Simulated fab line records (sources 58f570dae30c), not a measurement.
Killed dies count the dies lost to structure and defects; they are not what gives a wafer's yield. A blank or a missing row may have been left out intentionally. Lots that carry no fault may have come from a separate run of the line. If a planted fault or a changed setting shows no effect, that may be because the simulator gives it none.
Lot-split experiment / flow berkeley_cmos170 / 23 wafers read from 5 lots, route of 331 steps

== ABOUT THE SPLIT ==
At UCB170_V1_ETCH_14 (etches SiO2 in CHF3/CF4/Ar, stops on Al, target depth 1250 nm, time 291 s), the setting time_s was moved away from the recipe's 291 s on 8 of the 23 wafers read, by -14.5% to -6.9%. All remaining wafers had this setting at the recipe value.

The reading is taken at the split's own step.

== THE READING ==
oes_product_au, in a.u., at UCB170_V1_ETCH_14 (etches SiO2 in CHF3/CF4/Ar, stops on Al, target depth 1250 nm, time 291 s). On this fab line, fault-free wafers typically give 0.866 a.u. with a standard deviation of 0.0099 a.u.

wafer=L074.1; tool, chamber at the split=rie_diel-01, 0; time_s as run, s=291; against the recipe=recipe; oes_product_au, a.u.=0.853; against lot-mates on the recipe=-
wafer=L074.5; tool, chamber at the split=rie_diel-01, 2; time_s as run, s=291; against the recipe=recipe; oes_product_au, a.u.=0.860; against lot-mates on the recipe=-
wafer=L074.6; tool, chamber at the split=rie_diel-01, 3; time_s as run, s=291; against the recipe=recipe; oes_product_au, a.u.=0.868; against lot-mates on the recipe=-
wafer=L076.1; tool, chamber at the split=rie_diel-04, 2; time_s as run, s=291; against the recipe=recipe; oes_product_au, a.u.=0.864; against lot-mates on the recipe=-
wafer=L076.3; tool, chamber at the split=rie_diel-04, 1; time_s as run, s=248.7; against the recipe=-14.5%; oes_product_au, a.u.=0.959; against lot-mates on the recipe=+0.090
wafer=L076.4; tool, chamber at the split=rie_diel-04, 0; time_s as run, s=248.7; against the recipe=-14.5%; oes_product_au, a.u.=0.931; against lot-mates on the recipe=+0.062
wafer=L076.5; tool, chamber at the split=rie_diel-04, 1; time_s as run, s=291; against the recipe=recipe; oes_product_au, a.u.=0.875; against lot-mates on the recipe=-
wafer=L076.6; tool, chamber at the split=rie_diel-04, 2; time_s as run, s=248.7; against the recipe=-14.5%; oes_product_au, a.u.=0.944; against lot-mates on the recipe=+0.075
wafer=L079.2; tool, chamber at the split=rie_diel-02, 3; time_s as run, s=291; against the recipe=recipe; oes_product_au, a.u.=0.870; against lot-mates on the recipe=-
wafer=L079.3; tool, chamber at the split=rie_diel-02, 0; time_s as run, s=291; against the recipe=recipe; oes_product_au, a.u.=0.859; against lot-mates on the recipe=-
wafer=L079.4; tool, chamber at the split=rie_diel-02, 1; time_s as run, s=291; against the recipe=recipe; oes_product_au, a.u.=0.888; against lot-mates on the recipe=-
wafer=L079.5; tool, chamber at the split=rie_diel-02, 0; time_s as run, s=291; against the recipe=recipe; oes_product_au, a.u.=0.861; against lot-mates on the recipe=-
wafer=L079.6; tool, chamber at the split=rie_diel-02, 3; time_s as run, s=291; against the recipe=recipe; oes_product_au, a.u.=0.866; against lot-mates on the recipe=-
wafer=L080.1; tool, chamber at the split=rie_diel-02, 2; time_s as run, s=291; against the recipe=recipe; oes_product_au, a.u.=0.868; against lot-mates on the recipe=-
wafer=L080.2; tool, chamber at the split=rie_diel-02, 0; time_s as run, s=270.8; against the recipe=-6.9%; oes_product_au, a.u.=0.895; against lot-mates on the recipe=+0.028
wafer=L080.3; tool, chamber at the split=rie_diel-02, 1; time_s as run, s=270.8; against the recipe=-6.9%; oes_product_au, a.u.=0.918; against lot-mates on the recipe=+0.051
wafer=L080.4; tool, chamber at the split=rie_diel-02, 3; time_s as run, s=291; against the recipe=recipe; oes_product_au, a.u.=0.865; against lot-mates on the recipe=-
wafer=L080.6; tool, chamber at the split=rie_diel-02, 0; time_s as run, s=270.8; against the recipe=-6.9%; oes_product_au, a.u.=0.892; against lot-mates on the recipe=+0.025
wafer=L083.1; tool, chamber at the split=rie_diel-02, 1; time_s as run, s=291; against the recipe=recipe; oes_product_au, a.u.=0.885; against lot-mates on the recipe=-
wafer=L083.2; tool, chamber at the split=rie_diel-02, 3; time_s as run, s=266.6; against the recipe=-8.4%; oes_product_au, a.u.=0.920; against lot-mates on the recipe=+0.050
wafer=L083.3; tool, chamber at the split=rie_diel-02, 2; time_s as run, s=266.6; against the recipe=-8.4%; oes_product_au, a.u.=0.909; against lot-mates on the recipe=+0.039
wafer=L083.4; tool, chamber at the split=rie_diel-02, 0; time_s as run, s=291; against the recipe=recipe; oes_product_au, a.u.=0.859; against lot-mates on the recipe=-
wafer=L083.5; tool, chamber at the split=rie_diel-02, 3; time_s as run, s=291; against the recipe=recipe; oes_product_au, a.u.=0.867; against lot-mates on the recipe=-

FIT RESULTS
A straight line over all 23 wafers: oes_product_au changes by -0.00533 a.u. for each +1% of time_s; r = -0.94; the points scatter about the line by 0.01 a.u.
The same after taking each lot's own level away (the mean of its wafers on the recipe; 23 wafers): -0.00517 a.u. for each +1%; r = -0.95; scatter 0.0096 a.u.
According to that fit, moving time_s by its largest amount changes the reading by 0.075 a.u.
Measured against the standard deviation above, the lots' own levels, which go from 0.8603 to 0.8703 a.u., span 1.0 times it.
The two slopes agree, so the slope changes little with the lot-to-lot level.
Check: +0.0707 a.u. against its lot-mates is what the line predicts for one of the wafers moved furthest among these (-14.5%) when that wafer is left out of the fit. Against them it came out at +0.0895 a.u.
Tool readings at the split's step, against how far the setting was moved: oes_product_au r = -0.94.

== FURTHER SPLITS ON THESE WAFERS ==
Other splits were also applied to these wafers ahead of the reading. Each is held against what the fit with the lots' levels taken away leaves over:
other split on the same wafers=UCB170_CONTACT_EXPOSE_12 dose_mj; wafers away from the commonest value=8; r with oes_product_au (lot level and that fit taken away)=-0.36
other split on the same wafers=UCB170_CONTACT_ETCH_18 time_s; wafers away from the commonest value=7; r with oes_product_au (lot level and that fit taken away)=+0.12

== THE WHOLE CHAIN: every reading that the file lists as answering this split, in the file's order ==
step=UCB170_V1_ETCH_14; what it does=etches SiO2 in CHF3/CF4/Ar, stops on Al, target depth 1250 nm, time 291 s; reading=oes_product_au; change (the file's fit)=-0.00518 a.u. for each +1% of the setting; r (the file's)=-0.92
step=UCB170_V1_ETCH_14; what it does=etches SiO2 in CHF3/CF4/Ar, stops on Al, target depth 1250 nm, time 291 s; reading=KrF_of_V1_COAT_07.thk_nm (the simulator's own value, which no gauge read); change (the file's fit)=-2.67 nm for each +1% of the setting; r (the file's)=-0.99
step=UCB170_V1_STRIP_15; what it does=strips in O2; reading=strip_time_to_endpoint_s; change (the file's fit)=withheld for each +1% of the setting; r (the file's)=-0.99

== FILE'S OWN FIT ==
oes_product_au changes by -0.00518 a.u. for each +1% of time_s, r = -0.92.
